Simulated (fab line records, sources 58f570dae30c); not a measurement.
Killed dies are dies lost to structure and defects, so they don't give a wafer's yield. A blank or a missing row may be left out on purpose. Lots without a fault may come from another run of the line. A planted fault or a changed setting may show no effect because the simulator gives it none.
fab line records | flow berkeley_cmos170 | part 2 of 2: steps 29 to 38 of 38
record lots=5 wafers=15 last_day=12
route steps=331 shown PFIELD@79 FIELD@89 SACOX@97 SCREENOX@100 NVT@104 PVT@115
lots that met no fault: from a run of the same line without faults
start_h: hours from the record's first day to the start of the lot's first wafer shown | wait_h: hours since the lot's step before | " the same as in the row above | L1.1+2: a row that stands for several wafers | - no value, or no start given | * or withheld: withheld | < > ~ a bound
route shown NAME@n: a module of which the file shows steps, and the number in the route of the first | usual: mean/standard deviation of fault-free wafers | same: alike in all rows | chamber/n: place in a boat | sites: the reading at each site | _std_site: their standard deviation | _edge_site: outer sites' mean less inner sites' | radius_mm: how far each site lies from the wafer's centre | mask NAME#n: copy n | behind: the tool/chamber that last shaped the wafer | hold: why the lot was held/for how many hours/how that ended | device: the transistor (n, p or np) that didn't switch | end of line: the same wafers' tests at the end of the route | a step without rows: its recipe alone | killed: dies lost to structure and defects at the first sort, not the wafer's yield | map: a wafer's dies, x killed, . not, _ none there
set.NAME: the setting as run; set.NAME@STEP: as run at that earlier step | model.NAME: the simulator's own value behind a step, which no gauge read
lots at some steps of the route; a table a step, a row a wafer
services: from which hour (start_h, from the record's first day; less than 0 if before it) a tool's chamber was out of use, for how many hours, and why
## steps
# step UCB170_NVT_EXPOSE_03
# recipe mask_id=PWELL target_cd_nm=3000 na=0.5 sigma_outer=0.6 source_shape=conventional dose_mj=30
# usual focus_offset_nm=0.0/0.61
# same na=0.5
# columns lot.wafer tool chamber start_h wait_h mask focus_offset_nm
L074.2 krf_scanner-01 0 131.94 0.1 PWELL#0 -0.2
L074.5 " 0 " " PWELL#0 0.3
L074.6 " 0 " " PWELL#0 -0.5
L075.2 krf_scanner-01 0 132.06 0.1 PWELL#0 0.5
L075.3 " 0 " " PWELL#0 0.1
L075.4 " 0 " " PWELL#0 0.3
L080.1 krf_scanner-02 0 168.01 0.3 PWELL#0 0.1
L080.2 " 0 " " PWELL#0 -0.1
L080.6 " 0 " " PWELL#0 0.4
L090.2 krf_scanner-01 0 216.26 0.1 PWELL#0 -0.6
L090.5 " 0 " " PWELL#0 0.3
L090.6 " 0 " " PWELL#0 -0.4
L094.3 krf_scanner-01 0 229.37 0.1 PWELL#0 -0.6
L094.4 " 0 " " PWELL#0 -0.7
L094.6 " 0 " " PWELL#0 -0.7
# step UCB170_NVT_PEB_04
# recipe peb_temp_c=130 peb_time_s=withheld resist=KrF
# usual chill_plate_temp_C=23.01/0.11
# columns lot.wafer tool chamber start_h wait_h chill_plate_temp_C
L074.2 litho_track-02 0 132.40 0.4 22.87
L074.5 " 0 " " 23.06
L074.6 " 0 " " 22.92
L075.2 litho_track-01 0 132.49 0.4 22.82
L075.3 " 0 " " 22.95
L075.4 " 0 " " 22.95
L080.1 litho_track-01 0 168.41 0.4 22.94
L080.2 " 0 " " 23.09
L080.6 " 0 " " 23.00
L090.2 litho_track-04 0 216.39 0.1 23.00
L090.5 " 0 " " 23.04
L090.6 " 0 " " 22.94
L094.3 litho_track-02 0 229.50 0.1 22.89
L094.4 " 0 " " 23.10
L094.6 " 0 " " 22.91
# step UCB170_NVT_DEVELOP_05
# recipe developer=TMAH develop_time_s=45 resist=KrF dev_temp_c=21
# usual chill_plate_temp_C=22.99/0.088
# columns lot.wafer tool chamber start_h wait_h chill_plate_temp_C
L074.2 litho_track-02 0 - - 22.86
L074.5 " 0 " " 22.95
L074.6 " 0 " " 22.96
L075.2 litho_track-01 0 - - 22.88
L075.3 " 0 " " 22.85
L075.4 " 0 " " 22.87
L080.1 litho_track-01 0 - - 23.06
L080.2 " 0 " " 22.84
L080.6 " 0 " " 22.98
L090.2 litho_track-04 0 - - 23.07
L090.5 " 0 " " 22.97
L090.6 " 0 " " 23.02
L094.3 litho_track-02 0 - - 23.00
L094.4 " 0 " " 22.87
L094.6 " 0 " " 23.08
# step UCB170_NVT_OVL_MEAS_06
# usual NVT_OVL=0/6.5
# columns lot.wafer tool chamber start_h wait_h NVT_OVL[nm]
L074.2 overlay-01 - 132.65 - -1
L074.5 " - " " 6
L074.6 " - " " 7
L075.2 overlay-02 - 132.75 - 9
L075.3 " - " " -1
L075.4 " - " " 7
L080.1 overlay-01 - 168.69 - -5
L080.2 " - " " 1
L080.6 " - " " 0
L090.2 overlay-01 - 216.64 - 4
L090.5 " - " " 9
L090.6 " - " " 4
L094.3 overlay-01 - 229.73 - 5
L094.4 " - " " -2
L094.6 " - " " -3
# step UCB170_NVT_IMPLANT_07
# recipe species=BF2 dose_cm2=3e+12 energy_kev=50 tilt_deg=7
# usual tilt_deg=7.000/0.021
# columns lot.wafer tool chamber start_h wait_h tilt_deg
L074.2 implanter-01 0 132.71 0.0 6.946
L074.5 " 0 " " 6.973
L074.6 " 0 " " 6.958
L075.2 implanter-04 0 132.81 0.0 7.024
L075.3 " 0 " " 7.043
L075.4 " 0 " " 7.030
L080.1 implanter-03 0 168.72 0.0 7.002
L080.2 " 0 " " 7.011
L080.6 " 0 " " 7.014
L090.2 implanter-03 0 216.70 0.0 7.003
L090.5 " 0 " " 7.001
L090.6 " 0 " " 6.988
L094.3 implanter-03 0 229.81 0.1 7.012
L094.4 " 0 " " 7.021
L094.6 " 0 " " 7.013
# step UCB170_NVT_STRIP_08
# recipe chemistry=O2 power_w=400 pressure_mtorr=3500 platen_temp_c=withheld o2_flow_sccm=400 overash_fraction=0.5
# usual drypump_motor_current_A=5.6/0.46 oes_product_au=0.735/0.004 strip_time_to_endpoint_s=21.67/0.07
# same overash_fraction=0.5
# columns lot.wafer tool chamber start_h wait_h drypump_motor_current_A oes_product_au rf_hours_counter_h strip_time_to_endpoint_s
L074.2 plasma_asher-04 0 132.83 0.1 5.1 0.732 38 21.60
L074.5 " 0 " " 5.1 0.730 - 21.64
L074.6 " 1 " " 5.9 0.738 - 21.63
L075.2 plasma_asher-03 1 132.93 0.1 5.7 0.734 34 21.63
L075.3 " 0 " " 5.0 0.735 - 21.70
L075.4 " 1 " " 5.7 0.740 - 21.67
L080.1 plasma_asher-03 0 168.87 0.1 4.9 0.741 38 21.62
L080.2 " 1 " " 5.8 0.731 38 21.66
L080.6 " 0 " " 4.9 0.736 - 21.66
L090.2 plasma_asher-01 0 216.82 0.1 6.2 0.728 11 21.79
L090.5 " 0 " " 6.2 0.735 - 21.70
L090.6 " 1 " " 5.6 0.729 - 21.72
L094.3 plasma_asher-01 0 229.94 0.1 6.2 0.737 - 21.75
L094.4 " 1 " " 5.6 0.731 - 21.80
L094.6 " 1 " " 5.6 0.733 - 21.82
# step UCB170_NVT_TW_MEAS_09
# usual NVT_TW=523.8/2.9
# columns lot.wafer tool chamber start_h wait_h NVT_TW
L074.2 film_metro-04 - 132.94 0.1 524.0
L074.5 " - " " 523.6
L074.6 " - " " 522.5
L075.2 film_metro-02 - 133.04 0.1 525.8
L075.3 " - " " 528.0
L075.4 " - " " 530.6
L080.1 film_metro-04 - 168.97 0.1 522.5
L080.2 " - " " 521.4
L080.6 " - " " 520.3
L090.2 film_metro-02 - 216.93 0.1 518.3
L090.5 " - " " 522.4
L090.6 " - " " 523.6
L094.3 film_metro-04 - 230.03 0.1 523.5
L094.4 " - " " 521.6
L094.6 " - " " 522.8
# step UCB170_NVT_CLEAN_10
# recipe chemistry=SPM temp_c=120 time_s=600
# usual bath_guard_temp_C=120.2/0.55 bath_heat_duty_pct=14.6/2.4
# columns lot.wafer tool chamber start_h wait_h bath_guard_temp_C bath_heat_duty_pct
L074.2 wet_bench-03 0 132.99 0.0 120.1 11.8
L074.5 " 0 " " 120.1 13.4
L074.6 " 0 " " 120.1 13.2
L075.2 wet_bench-03 3 133.17 0.1 119.3 12.3
L075.3 " 3 " " 119.1 13.9
L075.4 " 3 " " 118.9 13.5
L080.1 wet_bench-03 2 169.03 0.1 121.0 11.5
L080.2 " 2 " " 121.1 12.8
L080.6 " 2 " " 121.0 13.5
L090.2 wet_bench-03 1 218.96 2.0 121.4 13.2
L090.5 " 1 " " 121.4 12.9
L090.6 " 1 " " 121.2 13.5
L094.3 wet_bench-01 1 230.30 0.3 119.7 14.1
L094.4 " 1 " " 120.0 13.7
L094.6 " 1 " " 119.8 13.1
# step UCB170_PVT_HMDS_00
# recipe prime_time_s=60 prime_temp_c=100
# usual chill_plate_temp_C=22.98/0.11
# columns lot.wafer tool chamber start_h wait_h chill_plate_temp_C
L074.2 litho_track-02 0 133.22 0.1 22.65
L074.5 " 0 " " 22.76
L074.6 " 0 " " 22.85
L075.2 litho_track-03 0 133.48 0.1 23.14
L075.3 " 0 " " 23.16
L075.4 " 0 " " 23.09
L080.1 litho_track-03 0 170.01 0.8 22.99
L080.2 " 0 " " 23.11
L080.6 " 0 " " 22.93
L090.2 litho_track-04 0 219.24 0.1 22.96
L090.5 " 0 " " 22.98
L090.6 " 0 " " 23.10
L094.3 litho_track-04 0 230.53 0.1 23.05
L094.4 " 0 " " 23.06
L094.6 " 0 " " 22.94
# step UCB170_PVT_COAT_01
# recipe resist=KrF spin_rpm=1500 resist_thk_nm=900
# usual chill_plate_temp_C=23.00/0.11
# columns lot.wafer tool chamber start_h wait_h chill_plate_temp_C
L074.2 litho_track-02 0 133.37 0.1 23.05
L074.5 " 0 " " 23.02
L074.6 " 0 " " 22.93
L075.2 litho_track-03 0 133.63 0.1 23.16
L075.3 " 0 " " 23.12
L075.4 " 0 " " 22.99
L080.1 litho_track-03 0 170.16 0.1 22.88
L080.2 " 0 " " 22.95
L080.6 " 0 " " 23.02
L090.2 litho_track-04 0 219.39 0.1 23.02
L090.5 " 0 " " 23.04
L090.6 " 0 " " 23.07
L094.3 litho_track-04 0 230.68 0.1 22.87
L094.4 " 0 " " 23.08
L094.6 " 0 " " 23.02
## services
# columns tool chamber start_h hours kind
furnace-04 - 78.05 3.4 pm
furnace-02 - 84.27 3.2 pm
krf_scanner-02 - 86.18 57.6 repair
implanter-02 - 91.16 2.7 repair
implanter-01 - 94.47 2.9 pm
krf_scanner-02 - 99.57 0.4 repair
plasma_asher-01 - 104.20 0.8 repair
plasma_asher-01 - 108.75 9.0 pm
implanter-03 - 127.08 6.9 repair
implanter-01 - 128.56 3.1 pm
implanter-03 - 129.79 0.9 repair
implanter-04 - 134.56 3.2 repair
krf_scanner-02 - 143.74 1.0 pm
krf_scanner-01 - 144.80 0.8 pm
krf_scanner-01 - 145.55 1.3 pm
krf_scanner-01 - 146.85 1.0 pm
krf_scanner-02 - 153.05 1.3 pm
furnace-01 - 160.47 17.0 pm
krf_scanner-01 - 160.61 0.8 repair
plasma_asher-01 - 168.48 2.8 pm
implanter-01 - 169.65 2.0 repair
implanter-03 - 209.85 1.9 repair
krf_scanner-01 - 221.85 0.6 repair
krf_scanner-01 - 223.90 0.6 repair
